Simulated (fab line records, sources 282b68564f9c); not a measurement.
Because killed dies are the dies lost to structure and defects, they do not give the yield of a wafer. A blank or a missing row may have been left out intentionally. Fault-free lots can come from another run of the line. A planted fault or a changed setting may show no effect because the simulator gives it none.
fab line records	flow rit-cmos
[record] lots = 15	wafers = 45	last-day = 7
route steps=202 shown ACTIVE@2 PLDD@123 M1@186
lots that met no fault: from a run of the same line without faults
start-h: hours from the record's first day to the start of the lot's first wafer shown	wait-h: hours elapsed since this lot's preceding step	" repeats the value in the row above	L1.1+2: a row that stands for several wafers	- no value present, or no start provided	* or withheld: withheld	< > ~ a bound
route shown NAME@n: NAME is a module with steps in the file, n the number in the route of the first one	usual: mean/standard deviation of fault-free wafers	same: alike in all rows	chamber/n: place in a boat	sites: per-site readings	_std_site: standard deviation across them	_edge_site: outer sites' mean less inner sites'	radius-mm: for every site, how far away it sits from the centre of the wafer	mask NAME#n: copy n	behind: the tool/chamber that last shaped the wafer	hold: why the lot went on hold/how many hours it stayed there/how the hold came to an end	device: the transistor (n, p or np) that didn't switch	end of line: tests of these same wafers at the route's end	a step without rows: its recipe alone	killed: not the wafer's yield, but the dies lost to structure and defects at the first sort	map: the dies of a wafer, with x for killed, . for not killed, _ for no die there
set.NAME: the setting as run; set.NAME@STEP: as run at that earlier step	model.NAME: the simulator's own value behind a step, which no gauge read
route steps across a sampled set of lots; one table per step, one row per wafer
services: a tool's chamber out of use, with start hour (start-h, from the record's first day; less than 0 if before it), hours out, and reason
[[steps]]
[step RIT_ACTIVE_OXIDATION_01]
[recipe] temp-c = 1000	ambient = O2	target-thk-a = 468	ox-time-s = 3360
lot.wafer	tool	chamber	start-h	wait-h
L618.2+5+6	furnace-04	0	10.94	0.9
L620.1+2+3	furnace-04	0	23.27	3.3
L621.2+3+5	furnace-03	0	27.41	2.4
L622.1+2+5	furnace-03	0	30.66	0.6
L623.2+4+6	furnace-04	0	38.38	3.3
L624.3+4+5	furnace-04	0	41.39	1.3
L627.1+3+4	furnace-04	0	56.12	1.1
L628.3+4+5	furnace-03	0	60.35	0.3
L632.1+2+6	furnace-03	0	80.91	0.9
L633.1+3+4	furnace-03	0	89.16	4.1
L634.2+4+6	furnace-03	0	93.48	3.4
L636.3+4+5	furnace-03	0	103.39	3.3
L637.1+3+5	furnace-03	0	108.12	3.1
L638.2+3+5	furnace-03	0	112.68	2.6
L639.3+4+6	furnace-01	0	117.24	2.2
[step RIT_ACTIVE_THK_MEAS_02]
[recipe] reads = SiO2_of_ACTIVE_OXIDATION_01
[usual] ACTIVE_OXIDE_THK = 47.0/0.84
lot.wafer	tool	chamber	start-h	wait-h	hold	ACTIVE_OXIDE_THK[nm]
L618.2	film-metro-02	-	12.89	0.0	-	47.3
L618.5	"	-	"	"	-	47.1
L618.6	"	-	"	"	-	47.8
L620.1	film-metro-03	-	25.21	0.0	-	47.0
L620.2	"	-	"	"	-	46.2
L620.3	"	-	"	"	-	46.1
L621.2	film-metro-03	-	29.35	0.0	-	47.7
L621.3	"	-	"	"	-	47.7
L621.5	"	-	"	"	-	48.0
L622.1	film-metro-02	-	32.59	0.0	-	46.9
L622.2	"	-	"	"	-	46.6
L622.5	"	-	"	"	-	47.4
L623.2	film-metro-02	-	40.32	0.0	await-dispo/0.2h/release	34.6
L623.4	"	-	"	"	await-dispo/0.2h/release	34.6
L623.6	"	-	"	"	await-dispo/0.2h/release	34.4
L623.2	film-metro-02	-	40.55	0.2	-	34.6
L623.4	"	-	"	"	-	34.6
L623.6	"	-	"	"	-	34.4
L624.3	film-metro-04	-	43.34	0.0	await-dispo/0.2h/release	36.2
L624.4	"	-	"	"	await-dispo/0.2h/release	35.5
L624.5	"	-	"	"	await-dispo/0.2h/release	35.8
L624.3	film-metro-04	-	43.57	0.2	-	36.1
L624.4	"	-	"	"	-	35.5
L624.5	"	-	"	"	-	35.8
L627.1	film-metro-03	-	58.06	0.0	await-dispo/0.2h/release	36.6
L627.3	"	-	"	"	await-dispo/0.2h/release	35.3
L627.4	"	-	"	"	await-dispo/0.2h/release	35.8
L627.1	film-metro-03	-	58.28	0.2	-	36.5
L627.3	"	-	"	"	-	35.4
L627.4	"	-	"	"	-	35.8
L628.3	film-metro-03	-	62.30	0.0	-	46.2
L628.4	"	-	"	"	-	46.4
L628.5	"	-	"	"	-	46.6
L632.1	film-metro-04	-	82.85	0.0	-	47.3
L632.2	"	-	"	"	-	48.3
L632.6	"	-	"	"	-	48.1
L633.1	film-metro-03	-	91.09	0.0	-	47.4
L633.3	"	-	"	"	-	46.8
L633.4	"	-	"	"	-	47.7
L634.2	film-metro-03	-	95.42	0.0	-	46.9
L634.4	"	-	"	"	-	47.2
L634.6	"	-	"	"	-	47.5
L636.3	film-metro-02	-	105.34	0.0	-	46.9
L636.4	"	-	"	"	-	46.1
L636.5	"	-	"	"	-	46.9
L637.1	film-metro-03	-	110.06	0.0	-	45.8
L637.3	"	-	"	"	-	45.9
L637.5	"	-	"	"	-	46.0
L638.2	film-metro-02	-	114.63	0.0	-	46.7
L638.3	"	-	"	"	-	46.9
L638.5	"	-	"	"	-	47.5
L639.3	film-metro-03	-	119.20	0.0	-	48.1
L639.4	"	-	"	"	-	48.8
L639.6	"	-	"	"	-	47.9
[step RIT_ACTIVE_CD_MEAS_11]
[recipe] target-cd-nm = 1400
[usual] cd-nm = 1399.9/2.1
lot.wafer	tool	chamber	start-h	wait-h	cd-nm
L618.2	cd-sem-01	-	15.41	-	1398.6
L618.5	"	-	"	"	1397.6
L618.6	"	-	"	"	1396.4
L620.1	cd-sem-01	-	27.72	-	1400.4
L620.2	"	-	"	"	1401.5
L620.3	"	-	"	"	1402.0
L621.2	cd-sem-01	-	32.00	-	1395.4
L621.3	"	-	"	"	1398.4
L621.5	"	-	"	"	1398.9
L622.1	cd-sem-01	-	35.10	-	1400.6
L622.2	"	-	"	"	1401.3
L622.5	"	-	"	"	1400.4
L624.3	cd-sem-02	-	53.09	-	1399.6
L624.4	"	-	"	"	1401.0
L624.5	"	-	"	"	1401.3
L623.2	cd-sem-02	-	53.80	-	1400.2
L623.4	"	-	"	"	1398.9
L623.6	"	-	"	"	1400.7
L627.1	cd-sem-01	-	63.66	-	1402.1
L627.3	"	-	"	"	1401.4
L627.4	"	-	"	"	1401.0
L628.3	cd-sem-01	-	64.83	-	1403.9
L628.4	"	-	"	"	1403.3
L628.5	"	-	"	"	1401.3
L632.1	cd-sem-02	-	85.60	-	1401.2
L632.2	"	-	"	"	1397.7
L632.6	"	-	"	"	1398.8
L633.1	cd-sem-02	-	93.60	-	1396.9
L633.3	"	-	"	"	1396.0
L633.4	"	-	"	"	1397.9
L634.2	cd-sem-02	-	97.82	-	1400.8
L634.4	"	-	"	"	1401.7
L634.6	"	-	"	"	1400.5
L636.3	cd-sem-02	-	107.75	-	1399.9
L636.4	"	-	"	"	1399.3
L636.5	"	-	"	"	1401.3
L637.1	cd-sem-01	-	112.44	-	1400.1
L637.3	"	-	"	"	1402.7
L637.5	"	-	"	"	1400.2
L638.2	cd-sem-02	-	117.15	-	1403.9
L638.3	"	-	"	"	1401.0
L638.5	"	-	"	"	1401.9
L639.3	cd-sem-01	-	121.60	-	1398.0
L639.4	"	-	"	"	1399.0
L639.6	"	-	"	"	1397.3
[step RIT_PLDD_STRIP_09]
[recipe] chemistry = O2	time-s = 180	resist = NOVOLAK	platen-temp-c = withheld	power-w = 500	pressure-mtorr = 4000	o2-flow-sccm = 4000
[usual] drypump-motor-current-A = 5.56/0.26
lot.wafer	tool	chamber	start-h	wait-h	drypump-motor-current-A	rf-hours-counter-h
L618.2	plasma-asher-02	0	53.65	0.1	5.33	44
L618.5	"	0	"	"	5.32	-
L618.6	"	1	"	"	5.37	-
L620.1	plasma-asher-03	0	58.69	0.1	5.88	25
L620.2	"	1	"	"	5.68	25
L620.3	"	1	"	"	5.67	-
L621.2	plasma-asher-03	0	66.98	0.1	5.91	26
L621.3	"	1	"	"	5.65	-
L621.5	"	1	"	"	5.67	-
L622.1	plasma-asher-02	1	70.20	0.1	5.34	45
L622.2	"	0	"	"	5.32	45
L622.5	"	1	"	"	5.37	-
L623.2	plasma-asher-03	0	89.78	0.1	5.91	26
L623.4	"	1	"	"	5.66	-
L623.6	"	1	"	"	5.70	-
L628.3	plasma-asher-04	1	106.36	0.1	5.27	-
L628.4	"	0	"	"	5.90	-
L628.5	"	0	"	"	5.95	-
L632.1	plasma-asher-02	0	126.60	0.1	5.34	52
L632.2	"	1	"	"	5.31	52
L632.6	"	0	"	"	5.33	-
L633.1	plasma-asher-02	0	129.62	0.1	5.34	52
L633.3	"	1	"	"	5.34	-
L633.4	"	0	"	"	5.35	-
L634.2	plasma-asher-02	0	136.81	0.1	5.31	53
L634.4	"	1	"	"	5.33	-
L634.6	"	1	"	"	5.33	-
L636.3	plasma-asher-03	1	144.57	0.1	5.66	-
L636.4	"	0	"	"	5.89	-
L636.5	"	0	"	"	5.86	-
L638.2	plasma-asher-04	0	149.18	0.1	5.91	3
L638.3	"	0	"	"	5.91	-
L638.5	"	1	"	"	5.28	-
L637.1	plasma-asher-03	1	149.27	0.1	5.69	32
L637.3	"	1	"	"	5.66	-
L637.5	"	1	"	"	5.68	-
L639.3	plasma-asher-03	1	156.75	0.1	5.69	-
L639.4	"	0	"	"	5.85	-
L639.6	"	1	"	"	5.66	-
[step RIT_M1_THK_MEAS_02]
[recipe] thk-meas-gauge = xrf	reads = Al_of_M1_SPUTTER_00
[usual] M1_AL_THK = 397/4
lot.wafer	tool	chamber	start-h	wait-h	M1_AL_THK[nm]
L618.2	film-metro-02	-	63.58	0.1	391
L618.5	"	-	"	"	397
L618.6	"	-	"	"	392
L620.1	film-metro-03	-	69.17	0.1	396
L620.2	"	-	"	"	393
L620.3	"	-	"	"	398
L621.2	film-metro-02	-	76.87	0.1	400
L621.3	"	-	"	"	399
L621.5	"	-	"	"	401
L622.1	film-metro-03	-	80.29	0.1	397
L622.2	"	-	"	"	396
L622.5	"	-	"	"	395
L623.2	film-metro-02	-	99.46	0.1	398
L623.4	"	-	"	"	394
L623.6	"	-	"	"	398
L628.3	film-metro-04	-	116.40	0.1	392
L628.4	"	-	"	"	399
L628.5	"	-	"	"	394
L632.1	film-metro-04	-	136.77	0.1	402
L632.2	"	-	"	"	403
L632.6	"	-	"	"	401
L633.1	film-metro-03	-	139.70	0.1	397
L633.3	"	-	"	"	398
L633.4	"	-	"	"	394
L634.2	film-metro-02	-	147.27	0.1	392
L634.4	"	-	"	"	389
L634.6	"	-	"	"	394
L636.3	film-metro-03	-	155.26	0.1	397
L636.4	"	-	"	"	392
L636.5	"	-	"	"	399
L638.2	film-metro-04	-	159.55	0.1	399
L638.3	"	-	"	"	402
L638.5	"	-	"	"	404
L637.1	film-metro-03	-	159.79	0.1	387
L637.3	"	-	"	"	391
L637.5	"	-	"	"	391
L639.3	film-metro-02	-	166.81	0.1	396
L639.4	"	-	"	"	393
L639.6	"	-	"	"	397
[step RIT_M1_PROBE_99]
[usual] killed_at_M0_to_M3 = 0.0/0.12	killed-at-contacts = 0.1/0.25	killed-at-front-end = 7/3.2	killed-dies = 7/3.2	killed-open = 3.5/2.2	killed-short = 3.6/2.1
[same] gross-dies = 264	killed_at_M4_up = 0	killed-at-back-side = 0	killed-at-other = 0
lot.wafer	tool	chamber	start-h	wait-h	killed_at_M0_to_M3	killed-at-contacts	killed-at-front-end	killed-dies	killed-open	killed-short
L623.2	prober-01	-	103.10	0.1	0	0	11	11	6	5
L623.4	prober-01	-	103.20	0.2	0	0	6	6	2	4
L623.6	prober-01	-	103.30	0.2	0	0	5	5	3	2
L638.2	prober-01	-	163.32	0.1	0	0	14	14	7	7
L638.3	prober-01	-	163.37	0.2	0	0	10	10	3	7
L638.5	prober-01	-	163.47	0.2	0	0	8	8	6	2
// killed by level:class
L623.2 GATE:geometric-particle:open=3 FOX1:geometric-particle:short=2 GATE:geometric-particle:short=2 FOX1:geometric-particle:open=1 FOX2:geometric-particle:open=1 SILICIDE:geometric-particle:open=1 SILICIDE:geometric-particle:short=1
L623.4 SPACER:geometric-particle:short=2 FOX1:geometric-particle:short=1 REOX:geometric-particle:open=1 SPACER:geometric-particle:open=1 SILICIDE:geometric-particle:short=1
L623.6 GATE:geometric-particle:short=2 SPACER:geometric-particle:open=2 GATE:geometric-particle:open=1
L638.2 GATE:geometric-particle:open=5 GATE:geometric-particle:short=4 SILICIDE:geometric-particle:short=2 FOX1:geometric-particle:open=1 REOX:geometric-particle:open=1 REOX:geometric-particle:short=1
L638.3 GATE:geometric-particle:short=4 GATE:geometric-particle:open=2 FOX1:geometric-particle:short=1 FOX2:geometric-particle:short=1 SPACER:geometric-particle:short=1 SILICIDE:geometric-particle:open=1
L638.5 GATE:geometric-particle:open=3 SPACER:geometric-particle:open=1 REOX:geometric-particle:short=1 REOX:geometric-particle:open=1 SPACER:geometric-particle:short=1 SILICIDE:geometric-particle:open=1
[[services]]
tool	chamber	start-h	hours	kind
plasma-asher-04	-	-6.00	2.7	repair
plasma-asher-04	-	17.94	6.0	repair
furnace-04	-	19.27	4.0	pm
furnace-01	-	20.56	2.9	pm
furnace-01	-	23.43	3.4	pm
plasma-asher-04	-	43.51	3.7	repair
plasma-asher-04	-	51.11	3.1	repair
plasma-asher-03	-	69.14	3.4	repair
plasma-asher-04	-	77.09	1.1	repair
plasma-asher-04	-	108.75	9.0	pm
plasma-asher-04	0	108.75	9.0	vent-cycle
plasma-asher-04	1	108.75	9.0	vent-cycle
plasma-asher-04	0	117.75	-	clean
plasma-asher-04	1	117.75	-	clean
plasma-asher-03	-	121.61	15.6	pm
furnace-04	-	126.82	4.3	pm
plasma-asher-04	-	131.12	4.3	pm
plasma-asher-03	-	146.76	0.7	repair
[[key]]
[first-sign] step = RIT_ACTIVE_THK_MEAS_02	reading = visit	direction = added
[effect] step = RIT_ACTIVE_THK_MEAS_02	reading = ACTIVE_OXIDE_THK	direction = down	sigmas = 14	usual = 47.0	struck = 35.4
met-at RIT_ACTIVE_OXIDATION_01
struck-lots L623,L624,L627
rows-end L624.3,L624.4,L624.5,L627.1,L627.3,L627.4
tester-left-out L623
not-acting-at RIT_ACTIVE_CD_MEAS_11,RIT_PLDD_STRIP_09,RIT_M1_THK_MEAS_02
[fault] kind = process-parameter-drift	tool = furnace-04	chamber = -	onset-h = 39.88	steps = RIT_ACTIVE_OXIDATION_01	channel = ox-time-s	offset = *	shape = step	end-h = 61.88	acts-in = *	stated = *
// tester-left-out: of these lots the tester's yield and bins aren't shown, on N5 and GAA mostly nor the transistor test; their killed dies are dies lost to structure and defects alone, not to doping, threshold or leakage, so they don't give the yield
// rows-end: these wafers met a further fault down the route, and their rows from its step on are left out
